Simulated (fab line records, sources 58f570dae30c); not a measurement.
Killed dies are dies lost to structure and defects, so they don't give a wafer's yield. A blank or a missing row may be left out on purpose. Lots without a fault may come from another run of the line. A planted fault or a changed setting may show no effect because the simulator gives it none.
Which tool did it? | flow berkeley_cmos170 | 7 lots, 21 wafers sampled, at 3 steps of a route of 331

WHAT THE GAUGES READ, wafer by wafer
UCB170_M1_RS_MEAS_01: measures by four-point-probe.
lot  | measured     | on            | M1_AL_RS (ohm/sq)
L280 | day 7 11:34  | film_metro-03 | 0.0477 0.0480 0.0480
L282 | day 8 09:24  | film_metro-03 | 0.0494 0.0487 0.0494
L286 | day 9 06:31  | film_metro-04 | 0.0434 0.0435 0.0429
L291 | day 10 04:03 | film_metro-01 | 0.0477 0.0484 0.0478
L297 | day 10 23:50 | film_metro-03 | 0.0483 0.0484 0.0485
L296 | day 11 00:07 | film_metro-04 | 0.0488 0.0484 0.0485
L299 | day 12 08:49 | film_metro-04 | 0.0489 0.0491 0.0487

WHICH TOOL RAN EACH LOT (tool, then ch and the chambers of the sampled wafers, then the start)
lot  | UCB170_SILICIDE_RTA_04           | UCB170_M1_SPUTTER_00
L280 | rtp_anneal-02 ch 0, day 7 05:47  | pvd_sputter-01, day 7 11:30
L282 | rtp_anneal-01 ch 0, day 8 01:35  | pvd_sputter-04, day 8 09:20
L286 | rtp_anneal-02 ch 0, day 9 00:50  | pvd_sputter-01, day 9 06:28
L291 | rtp_anneal-02 ch 0, day 9 20:39  | pvd_sputter-02, day 10 03:58
L297 | rtp_anneal-02 ch 0, day 10 15:01 | pvd_sputter-04, day 10 23:45
L296 | rtp_anneal-01 ch 0, day 10 15:01 | pvd_sputter-02, day 11 00:02
L299 | rtp_anneal-02 ch 0, day 12 02:04 | pvd_sputter-01, day 12 08:43
- UCB170_SILICIDE_RTA_04: time 15 s.
- UCB170_M1_SPUTTER_00: material Al, target thk 600 nm, time 80 s.

THE ANSWER, worked out from the rows above alone
Rule: what is usual is taken from the lots themselves. Put in order of their means at a reading, lots are off if they are a third of the lots or fewer, leave a main group of 4 or more, and stand apart from it by a gap of 3 or more times the standard deviation of the main group's means; of several such gaps the widest counts. A main group whose means are all the same, to the digits that the tables above print for the reading, isn't used. A lot without any number at a reading at which 4 lots or more have one is off too. The other lots that the step has rows for count as sound.
Off: L286, at UCB170_M1_RS_MEAS_01 (M1_AL_RS). The main group: mean 0.0485 ohm/sq, standard deviation 0.00046.
A tool fits if, at a process step before that reading, it ran every lot that is off, and no sound lot after the first of them. The gauges at UCB170_M1_RS_MEAS_01 are tried like those tools. None of those tried fits.

WHAT THE SIMULATOR HAD PUT IN
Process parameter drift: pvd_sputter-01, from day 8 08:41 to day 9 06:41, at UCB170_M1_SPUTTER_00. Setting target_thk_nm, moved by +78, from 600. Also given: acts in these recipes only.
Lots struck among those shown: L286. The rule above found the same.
